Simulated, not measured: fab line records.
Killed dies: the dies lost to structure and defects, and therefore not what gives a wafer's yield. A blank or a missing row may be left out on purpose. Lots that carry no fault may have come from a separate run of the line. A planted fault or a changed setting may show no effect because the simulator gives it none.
Which of the tools did it? | flow ritCmos | 7 lots with 21 wafers sampled at 2 steps, on a route of 202 steps

== WHAT EACH GAUGE READ, for each wafer ==
RIT_FOX2_THK_MEAS_01.
lot  | measured    | on           | FOX2_OXIDE_THK (nm)
L176 | day 2 01:15 | filmMetro-02 | 351 360 350
L178 | day 2 14:25 | filmMetro-04 | 351 344 348
L183 | day 3 12:52 | filmMetro-04 | 517 513 514
L189 | day 4 16:49 | filmMetro-01 | 343 337 338
L192 | day 5 07:21 | filmMetro-04 | 350 340 350
L195 | day 5 23:26 | filmMetro-01 | 347 342 350
L197 | day 6 09:26 | filmMetro-01 | 352 352 359

== WHICH TOOL RAN EACH LOT (tool, then ch and the chambers of the sampled wafers, then the start) ==
lot  | RIT_FOX2_OXIDATION_00
L176 | furnace-03 ch 0, day 1 23:55
L178 | furnace-04 ch 0, day 2 13:05
L183 | furnace-01 ch 0, day 3 10:04
L189 | furnace-04 ch 0, day 4 15:31
L192 | furnace-04 ch 0, day 5 06:01
L195 | furnace-03 ch 0, day 5 22:08
L197 | furnace-03 ch 0, day 6 08:07
- RIT_FOX2_OXIDATION_00: target thk 350.7 nm, ox time 1130 s.

== THE ANSWER, worked out from the rows above alone ==
Rule: usual is defined by the lots themselves. The widest of any qualifying gaps counts: lots, ordered by their means at a reading, are off when they make up no more than a third of the lots, leave a main group of 4 or more, and stand apart from it by 3 or more times the standard deviation of that group's means. If all means in a main group match to the digits the tables above print for the reading, that group is not used. Also off: a lot with no number at a reading for which 4 or more lots have one. All remaining lots with rows at the step are treated as sound.
Off: L183, seen at RIT_FOX2_THK_MEAS_01 (FOX2_OXIDE_THK). Mean 348 nm and standard deviation 5 in the main group.
A tool fits if, at a process step before that reading, it ran every lot that is off, and no sound lot after the first of them. Gauges at RIT_FOX2_THK_MEAS_01: tried the same way as those tools. One candidate fits, namely furnace-01 at RIT_FOX2_OXIDATION_00. It ran no sound lot before its first lot that is off in this sample, so the start can't be narrowed down.

== WHAT WAS PUT IN BY THE SIMULATOR ==
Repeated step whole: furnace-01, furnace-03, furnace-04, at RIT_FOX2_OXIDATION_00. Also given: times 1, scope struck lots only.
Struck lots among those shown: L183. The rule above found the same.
